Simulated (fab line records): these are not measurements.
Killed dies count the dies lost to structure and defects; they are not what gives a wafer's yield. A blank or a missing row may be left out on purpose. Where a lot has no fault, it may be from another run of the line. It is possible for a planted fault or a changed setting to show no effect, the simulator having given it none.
Which tool did it? ; flow ritCmos ; 6 lots with 18 wafers sampled at 2 steps, on a route of 202 steps

## WHAT THE GAUGES SHOWED, per wafer
RIT_CONTACT_THK_MEAS_01.
lot;measured;on;CONTACT_TEOS_THK (nm)
L107;day 3 07:42;filmMetro-04;413 421 420
L110;day 3 23:47;filmMetro-01;416 426 423
L114;day 4 20:11;filmMetro-04;419 414 421
L120;day 6 01:02;filmMetro-04;422 419 424
L126;day 7 06:53;filmMetro-04;411 413 413
L128;day 7 16:41;filmMetro-03;424 419 424

## EACH LOT AND THE TOOL THAT RAN IT (in order: tool; ch and the chambers of the sampled wafers; start)
lot;RIT_CONTACT_CVD_00
L107;pecvd-01 ch 0,2, day 3 07:38
L110;pecvd-01 ch 0,2, day 3 23:44
L114;pecvd-04 ch 0,1, day 4 20:08
L120;pecvd-04 ch 1,2, day 6 00:59
L126;pecvd-04 ch 0,2, day 7 06:50
L128;pecvd-01 ch 0,1,2, day 7 16:37
- RIT_CONTACT_CVD_00: deposits SiO2 from TEOS, target thk 400 nm, time 63.28 s.

## THE ANSWER, worked out from the rows above alone
Rule: the lots themselves supply what counts as usual. Put in order of their means at a reading, lots are off if they are a third of the lots or fewer, leave a main group of 4 or more, and stand apart from it by a gap of 3 or more times the standard deviation of the main group's means; of several such gaps the widest counts. Not used: any main group whose means are identical at the precision the tables above print for the reading. A lot without any number at a reading at which 4 lots or more have one is off too. Any other lot the step has rows for is counted as sound.
Nothing can be told from this: no lot is off at any reading shown.

## WHAT WAS PUT IN BY THE SIMULATOR
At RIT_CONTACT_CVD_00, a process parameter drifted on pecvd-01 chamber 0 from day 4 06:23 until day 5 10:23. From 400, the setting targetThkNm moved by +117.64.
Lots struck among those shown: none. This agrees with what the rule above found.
